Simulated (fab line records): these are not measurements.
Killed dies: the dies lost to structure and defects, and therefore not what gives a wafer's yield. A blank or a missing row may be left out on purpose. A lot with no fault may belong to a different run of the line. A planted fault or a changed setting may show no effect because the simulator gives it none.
What tool caused it?    flow berkeley cmos170    12 lots with 36 wafers sampled at 5 steps, on a route of 331 steps

WHAT THE GAUGES READ, wafer by wafer
UCB170_START_THK_MEAS_03. Usual: START_OXIDE_THK gives 20.1 nm (standard deviation 0.35).
lot   measured     on             START_OXIDE_THK (nm)  flag
L710  day 1 17:12  film metro-01  19.9 20.0 20.2        
L712  day 2 02:37  film metro-01  20.3 20.5 20.7        
L713  day 2 05:22  film metro-04  20.1 20.0 20.2        
L714  day 2 10:48  film metro-03  19.7 19.6 19.7        
L720  day 3 14:27  film metro-04  20.1 20.3 20.5        
L723  day 4 10:48  film metro-01  20.0 19.9 20.1        
L728  day 5 08:29  film metro-04  20.6 20.5 20.3        
L729  day 5 16:04  film metro-01  20.5 20.5 20.1        
L730  day 5 16:04  film metro-03  20.4 20.5 20.2        
L731  day 5 23:53  film metro-03  20.0 19.9 20.0        
L732  day 6 06:08  film metro-04  20.2 20.1 20.2        
L733  day 6 09:59  film metro-01  20.1 20.2 20.3        

UCB170_NWELL_THK_MEAS_05. Usual: NWELL_NITRIDE_THK gives 222.4 nm (standard deviation 1.9).
lot   measured     on             NWELL_NITRIDE_THK (nm)  flag
L710  day 2 14:42  film metro-04  223.1 223.5 222.6       
L712  day 2 22:32  film metro-04  222.8 223.2 223.7       
L713  day 2 22:33  film metro-02  221.2 219.4 220.4       
L714  day 3 13:54  film metro-02  220.7 223.2 222.9       
L720  day 4 18:58  film metro-01  220.8 218.5 218.7       
L723  day 5 07:11  film metro-01  222.4 222.5 219.2       
L728  day 6 04:11  film metro-04  223.7 223.4 222.3       
L729  day 6 13:10  film metro-02  223.2 223.8 223.4       
L730  day 6 13:10  film metro-04  218.5 218.7 216.7       
L731  day 6 19:42  film metro-04  222.5 222.2 220.7       
L732  day 7 01:10  film metro-02  224.6 225.5 222.3       
L733  day 7 08:29  film metro-04  220.9 219.3 221.4       

UCB170_NWELL_OVL_MEAS_12. Usual: NWELL_OVL gives 0 nm (standard deviation 5.1).
lot   measured     on          NWELL_OVL (nm)  flag
L710  day 2 15:56  overlay-02  -2 3 3          
L712  day 2 23:55  overlay-02  2 2 -2          
L713  day 2 23:37  overlay-01  1 9 6           
L714  day 3 14:48  overlay-01  8 3 3           
L720  day 4 21:01  overlay-01  -3 2 -2         
L723  day 5 08:31  overlay-01  10 7 0          
L728  day 6 05:05  overlay-02  1 0 4           
L729  day 6 15:45  overlay-01  -3 -1 -4        
L730  day 6 15:11  overlay-01  -2 -7 3         
L731  day 6 21:13  overlay-01  -4 -5 -12       
L732  day 7 02:16  overlay-02  -7 -3 0         
L733  day 7 09:43  overlay-01  5 8 4           

UCB170_ACTIVE_THK_MEAS_06. Usual: ACTIVE_NITRIDE_THK gives 219.8 nm (standard deviation 1.8).
lot   measured     on             ACTIVE_NITRIDE_THK (nm)  flag
L710  day 4 22:48  film metro-04  219.0 217.4 217.1        
L712  day 5 04:22  film metro-01  218.9 221.3 221.4        
L713  day 5 04:22  film metro-04  218.1 219.0 221.5        
L714  day 5 18:44  film metro-03  219.4 219.9 218.8        
L720  day 6 23:12  film metro-01  206.9 208.1 207.3        OFF
L723  day 7 14:59  film metro-03  220.1 221.2 220.7        
L728  day 8 13:52  film metro-03  216.5 216.1 216.4        
L729  day 9 04:37  film metro-01  219.0 218.2 217.7        
L730  day 9 04:33  film metro-01  220.3 218.7 219.0        
L731  day 9 04:36  film metro-03  217.1 219.4 218.2        
L732  day 9 04:32  film metro-03  216.8 218.9 218.5        
L733  day 9 20:46  film metro-03  218.8 219.2 220.6        

EACH LOT AND THE TOOL THAT RAN IT (in order: tool; ch and the chambers of the sampled wafers; start)
lot   UCB170_ACTIVE_CVD_05
L710  lpcvd-01 ch 0, day 4 19:55
L712  lpcvd-02 ch 0, day 5 02:26
L713  lpcvd-02 ch 1, day 5 02:26
L714  lpcvd-01 ch 0, day 5 14:25
L720  lpcvd-02 ch 0, day 6 21:13
L723  lpcvd-01 ch 1, day 7 12:06
L728  lpcvd-01 ch 0, day 8 10:58
L729  lpcvd-01 ch 1, day 9 01:40
L730  lpcvd-01 ch 1, day 9 01:40
L731  lpcvd-01 ch 1, day 9 01:40
L732  lpcvd-01 ch 1, day 9 01:40
L733  lpcvd-02 ch 0, day 9 18:51
- UCB170_ACTIVE_CVD_05: deposits Si3N4 from SiH2Cl2/NH3, target thk 220 nm, time 3300 s.

WHAT THE TOOLS THEMSELVES READ (means of the sampled wafers that have a number; where no wafer has one, the mark that the record gives instead)
UCB170_ACTIVE_CVD_05. Usual: 824 C for spike tc load C, sd 4.
lot   tool      spike tc load C (C)  flag
L710  lpcvd-01  816                  
L712  lpcvd-02  822                  
L713  lpcvd-02  827                  
L714  lpcvd-01  817                  
L720  lpcvd-02  822                  
L723  lpcvd-01  827                  
L728  lpcvd-01  817                  
L729  lpcvd-01  827                  
L730  lpcvd-01  827                  
L731  lpcvd-01  828                  
L732  lpcvd-01  827                  
L733  lpcvd-02  821                  

THE ANSWER, worked out from the rows above alone
Rule: lot off if the mean of its wafers having a number is beyond 3 standard deviations from the usual mean. Also off: a lot with no number at a reading for which 4 or more lots have one. Where the step has rows for the other lots, those lots are counted as sound. The gauges are gone through in route order, then the tools' own readings, and for those a lot's mean is taken as printed above. At the first step where some lot is off, the reading lying furthest off is the one used; lots without a number count as furthest.
Off: L720, seen at UCB170_ACTIVE_THK_MEAS_06 (ACTIVE_NITRIDE_THK).
If a tool, at a process step before that reading, ran all the lots that are off and no sound lot after the first of them, it fits. Those tools and the gauges at UCB170_ACTIVE_THK_MEAS_06 are tried in the same way. No candidate that was tried fits.

WHAT HAD BEEN PUT IN BY THE SIMULATOR
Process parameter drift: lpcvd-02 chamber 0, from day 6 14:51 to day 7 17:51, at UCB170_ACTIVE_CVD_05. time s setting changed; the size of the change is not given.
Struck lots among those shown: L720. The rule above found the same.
